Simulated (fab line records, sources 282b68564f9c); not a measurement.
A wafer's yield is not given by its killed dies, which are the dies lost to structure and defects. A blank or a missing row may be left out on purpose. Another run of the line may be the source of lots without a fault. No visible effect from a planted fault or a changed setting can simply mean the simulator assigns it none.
Which tool is to blame? :: flow ritCmos :: 14 lots with 42 wafers sampled at 2 steps, on a route of 202 steps

WHAT THE GAUGES SHOWED, per wafer
The record lacks any reading of a measuring or inspecting step that a usual standard deviation could be used to judge.

TOOL THAT RAN EACH LOT (tool first, then ch and the chambers of the sampled wafers, then the start)
lot: L634
RIT_PWELL_STRIP_09: plasmaAsher-03 ch 0,1, day 2 08:28
RIT_M1_PROBE_99: -

lot: L635
RIT_PWELL_STRIP_09: plasmaAsher-02 ch 1, day 2 15:39
RIT_M1_PROBE_99: -

lot: L636
RIT_PWELL_STRIP_09: plasmaAsher-02 ch 0,1, day 3 00:59
RIT_M1_PROBE_99: -

lot: L637
RIT_PWELL_STRIP_09: plasmaAsher-01 ch 0,1, day 3 01:22
RIT_M1_PROBE_99: -

lot: L639
RIT_PWELL_STRIP_09: plasmaAsher-01 ch 0,1, day 3 07:40
RIT_M1_PROBE_99: -

lot: L638
RIT_PWELL_STRIP_09: plasmaAsher-02 ch 0,1, day 3 08:05
RIT_M1_PROBE_99: -

lot: L640
RIT_PWELL_STRIP_09: plasmaAsher-01 ch 0, day 3 12:37
RIT_M1_PROBE_99: -

lot: L644
RIT_PWELL_STRIP_09: plasmaAsher-02 ch 1, day 4 01:34
RIT_M1_PROBE_99: -

lot: L648
RIT_PWELL_STRIP_09: plasmaAsher-03 ch 0,1, day 4 23:16
RIT_M1_PROBE_99: -

lot: L650
RIT_PWELL_STRIP_09: plasmaAsher-03 ch 0,1, day 5 08:01
RIT_M1_PROBE_99: prober-01, day 7 06:57

lot: L652
RIT_PWELL_STRIP_09: plasmaAsher-02 ch 0, day 5 22:04
RIT_M1_PROBE_99: -

lot: L654
RIT_PWELL_STRIP_09: plasmaAsher-02 ch 0,1, day 6 03:11
RIT_M1_PROBE_99: -

lot: L655
RIT_PWELL_STRIP_09: plasmaAsher-02 ch 0,1, day 6 15:09
RIT_M1_PROBE_99: -

lot: L657
RIT_PWELL_STRIP_09: plasmaAsher-01 ch 0,1, day 6 20:21
RIT_M1_PROBE_99: -
- RIT_PWELL_STRIP_09: strips in O2, time 180 s.
- RIT_M1_PROBE_99

WHAT THE TOOLS THEMSELVES READ (means of the sampled wafers that have a number; where no wafer has one, the mark that the record gives instead)
RIT_PWELL_STRIP_09.
lot: L634
tool: plasmaAsher-03
drypumpMotorCurrentA (A): 5.74
o2FlowSccm (sccm): 4007

lot: L635
tool: plasmaAsher-02
drypumpMotorCurrentA (A): 5.38
o2FlowSccm (sccm): 4001

lot: L636
tool: plasmaAsher-02
drypumpMotorCurrentA (A): 5.50
o2FlowSccm (sccm): 4008

lot: L637
tool: plasmaAsher-01
drypumpMotorCurrentA (A): 5.82
o2FlowSccm (sccm): 3997

lot: L639
tool: plasmaAsher-01
drypumpMotorCurrentA (A): 5.80
o2FlowSccm (sccm): 4008

lot: L638
tool: plasmaAsher-02
drypumpMotorCurrentA (A): 5.49
o2FlowSccm (sccm): 4012

lot: L640
tool: plasmaAsher-01
drypumpMotorCurrentA (A): 5.86
o2FlowSccm (sccm): 3989

lot: L644
tool: plasmaAsher-02
drypumpMotorCurrentA (A): 5.36
o2FlowSccm (sccm): 4007

lot: L648
tool: plasmaAsher-03
drypumpMotorCurrentA (A): 5.73
o2FlowSccm (sccm): 4266

lot: L650
tool: plasmaAsher-03
drypumpMotorCurrentA (A): 5.59
o2FlowSccm (sccm): 4526

lot: L652
tool: plasmaAsher-02
drypumpMotorCurrentA (A): 5.77
o2FlowSccm (sccm): 4005

lot: L654
tool: plasmaAsher-02
drypumpMotorCurrentA (A): 5.51
o2FlowSccm (sccm): 3987

lot: L655
tool: plasmaAsher-02
drypumpMotorCurrentA (A): 5.50
o2FlowSccm (sccm): 4005

lot: L657
tool: plasmaAsher-01
drypumpMotorCurrentA (A): 5.84
o2FlowSccm (sccm): 3998

RIT_M1_PROBE_99.
lot: L650
tool: prober-01
killed_at_M0_to_M3: 0.0
killedAtFrontEnd: 8.3
killedDies: 8.3
killedOpen: 5.0
killedShort: 3.3

THE ANSWER, worked out from the rows above alone
Rule: the lots themselves supply what counts as usual. The widest of any qualifying gaps counts: lots, ordered by their means at a reading, are off when they make up no more than a third of the lots, leave a main group of 4 or more, and stand apart from it by 3 or more times the standard deviation of that group's means. If all means in a main group match to the digits the tables above print for the reading, that group is not used. A lot without any number at a reading at which 4 lots or more have one is off too. Where the step has rows for the other lots, those lots are counted as sound. The gauges are gone through in route order, then the tools' own readings, and for those a lot's mean is taken as printed above. The first step at which some lot is off is used, and at that step the reading that is off furthest; a lot without a number counts as furthest.
Off: L648, L650, at RIT_PWELL_STRIP_09 (o2FlowSccm). Main group: mean 4002 sccm, sd 7.5.
A tool fits if, at that step or a process step before it, it ran every lot that is off, and no sound lot after the first of them. One fits: plasmaAsher-03 at RIT_PWELL_STRIP_09. Its last sound lot is L634 (day 2 08:28), its first lot that is off L648 (day 4 23:16): a fault that began between those two fits.
On the lots that are off, the tool's own readings at RIT_PWELL_STRIP_09 differ by more than 5 times the standard deviation of the sound lots' means, which bears it out; o2FlowSccm reads 4396 sccm there versus 4002 sccm on the sound lots.

WHAT THE SIMULATOR PUT IN
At RIT_PWELL_STRIP_09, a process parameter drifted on plasmaAsher-03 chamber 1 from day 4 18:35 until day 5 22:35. A move of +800 in setting o2FlowSccm, from 4000. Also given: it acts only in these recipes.
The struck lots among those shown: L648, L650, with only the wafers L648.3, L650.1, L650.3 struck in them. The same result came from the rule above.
